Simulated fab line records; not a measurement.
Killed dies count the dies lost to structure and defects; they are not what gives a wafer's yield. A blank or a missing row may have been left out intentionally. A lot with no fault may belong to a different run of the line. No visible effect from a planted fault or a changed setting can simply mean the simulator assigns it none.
Problem report, 8D (eight disciplines) form, completed by code :: flow rit_cmos :: the parts of the form that need people (team, actions taken, sign-off) are left out

## 1. WHAT IS WRONG
Mean NRETRO_TW at RIT_NRETRO_TW_MEAS_10: 955 over 6 wafers in 2 lots; fault-free wafers: 1052, standard deviation 14. Measured from the usual mean, that is -6.9 standard deviations.
First seen on wafer L586.2, day 5 05:52, on film_metro-03. Wafers with a number at this step in the record: 42, from 14 lots. Rule for "out" (also "out of limits"): further than 4 standard deviations from the usual mean. Any other wafer with a number is counted as sound.

## 2. WHAT IT IS, AND WHAT IT ISN'T
question: which readings at this step
is: NRETRO_TW
is not: -

question: which lots
is: L586, L587
is not: L572, L573, L574, L575, L576, L577, L580, L581, L582, L583, L585, L591

question: which wafers of those lots
is: all that have a number
is not: -

question: read on which gauges
is: film_metro-03
is not: film_metro-01, film_metro-02

question: when
is: from day 5 05:52
is not: up to then (33 sound wafers); but 3 sound wafers of L591 came after

## 3. SUSPECTS, AND WHAT RULES EACH OUT
Counting: a tool at any process step up to the reading remains a suspect when it ran all the lots that are out and ran no sound lot after the first of those.
- the gauge at RIT_NRETRO_TW_MEAS_10 is ruled out. All the wafers that are out were read on film_metro-03, but those of them that RIT_NRETRO_IMPLANT_08 has rows for are out there too, on other tools.
- implanter-03 at RIT_NRETRO_IMPLANT_08: kept. All lots that are out passed through it, beginning with L586 at day 5 05:33, and no sound lot followed; its final sound lot before that point was L585 at day 5 00:46. Out on those wafers are its own readings of dose_ions_cm2, faraday_current_uA.
After counting, what remains is implanter-03 at RIT_NRETRO_IMPLANT_08.

## 4. THE CAUSE (what the simulator had put in)
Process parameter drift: implanter-03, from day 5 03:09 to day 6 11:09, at RIT_NRETRO_IMPLANT_08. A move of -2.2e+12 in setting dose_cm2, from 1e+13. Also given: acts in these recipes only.
This tool alone remained once counting was done.

## 5. THE CHAIN OF EFFECTS, in route order
Each row: a reading where the mean over the struck wafers with a number is more than 3 standard deviations away from the usual. Only readings whose record carries a usual standard deviation are examined. hours: median over the lots of the time between each lot's start at the first step of this table that gives one and its start at this step. sigmas: the change, counted in usual standard deviations.
hours: 0
step: RIT_NRETRO_IMPLANT_08
reading: dose_ions_cm2
usual: 1e+13
on struck wafers: 8e+12
change: -2e+12
sigmas: -99 or more

hours: 0
step: RIT_NRETRO_IMPLANT_08
reading: faraday_current_uA
usual: 31.7
on struck wafers: 24.9
change: -6.8
sigmas: -12

hours: 0
step: RIT_NRETRO_TW_MEAS_10
reading: NRETRO_TW
usual: 1052
on struck wafers: 955
change: -97
sigmas: -6.9
It contains these process steps:
- RIT_NRETRO_IMPLANT_08

## 6. WHAT WOULD HAVE CAUGHT IT SOONER
Counted from the fault's start at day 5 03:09, it took 3 hours until the first out-of-limits reading at a measuring or inspecting step in this record, taken at day 5 05:52.
The tool's own readings at RIT_NRETRO_IMPLANT_08 were out on every struck wafer that the step has a row for (dose_ions_cm2, faraday_current_uA): an alarm limit on them would have fired on the first of those.
Among the 2 lots that are out, L587 began RIT_NRETRO_IMPLANT_08 on implanter-03 after day 5 05:52. A tool hold placed at that time would have kept it from harm.
